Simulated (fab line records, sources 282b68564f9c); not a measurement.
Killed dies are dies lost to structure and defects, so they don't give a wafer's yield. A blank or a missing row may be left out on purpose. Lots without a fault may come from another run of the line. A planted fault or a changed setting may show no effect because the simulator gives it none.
Which tool did it? | flow rit_cmos | 7 lots, 21 wafers sampled, at 3 steps of a route of 202

WHAT THE GAUGES READ, wafer by wafer
RIT_REOX_THK_MEAS_04.
lot  | measured    | on            | REOX_OXIDE_THK (nm)
L920 | day 3 03:35 | film_metro-02 | 24.5 24.3 24.4
L922 | day 3 13:06 | film_metro-03 | 25.4 25.4 25.5
L924 | day 3 21:57 | film_metro-02 | 36.2 35.9 36.0
L932 | day 5 16:16 | film_metro-03 | 24.9 25.2 24.9
L937 | day 6 16:17 | film_metro-04 | 25.1 24.9 25.2
L939 | day 7 03:12 | film_metro-04 | 25.6 25.4 25.4
L941 | day 7 11:54 | film_metro-03 | 25.6 25.1 24.9

WHICH TOOL RAN EACH LOT (tool, then ch and the chambers of the sampled wafers, then the start)
lot  | RIT_NRETRO_STRIP_09                 | RIT_REOX_OXIDATION_03
L920 | plasma_asher-03 ch 0,1, day 2 17:22 | furnace-01 ch 0, day 3 01:02
L922 | plasma_asher-02 ch 0,1, day 3 03:05 | furnace-02 ch 0, day 3 10:32
L924 | plasma_asher-02 ch 0,1, day 3 11:15 | furnace-02 ch 0, day 3 19:23
L932 | plasma_asher-01 ch 0,1, day 5 06:14 | furnace-03 ch 0, day 5 13:41
L937 | plasma_asher-01 ch 0,1, day 6 05:20 | furnace-03 ch 0, day 6 13:44
L939 | plasma_asher-01 ch 0,1, day 6 16:55 | furnace-03 ch 0, day 7 00:39
L941 | plasma_asher-03 ch 0,1, day 7 01:46 | furnace-02 ch 0, day 7 09:19
- RIT_NRETRO_STRIP_09: strips in O2, time 180 s.
- RIT_REOX_OXIDATION_03: target thk 25.2 nm, ox time 5580 s.

THE ANSWER, worked out from the rows above alone
Rule: what is usual is taken from the lots themselves. Put in order of their means at a reading, lots are off if they are a third of the lots or fewer, leave a main group of 4 or more, and stand apart from it by a gap of 3 or more times the standard deviation of the main group's means; of several such gaps the widest counts. A main group whose means are all the same, to the digits that the tables above print for the reading, isn't used. A lot without any number at a reading at which 4 lots or more have one is off too. The other lots that the step has rows for count as sound.
Off: L924, at RIT_REOX_THK_MEAS_04 (REOX_OXIDE_THK). The main group: mean 25.1 nm, standard deviation 0.36.
A tool fits if, at a process step before that reading, it ran every lot that is off, and no sound lot after the first of them. The gauges at RIT_REOX_THK_MEAS_04 are tried like those tools. Can't be told from this: 2 tools fit, plasma_asher-02 at RIT_NRETRO_STRIP_09, film_metro-02 at RIT_REOX_THK_MEAS_04.

WHAT THE SIMULATOR HAD PUT IN
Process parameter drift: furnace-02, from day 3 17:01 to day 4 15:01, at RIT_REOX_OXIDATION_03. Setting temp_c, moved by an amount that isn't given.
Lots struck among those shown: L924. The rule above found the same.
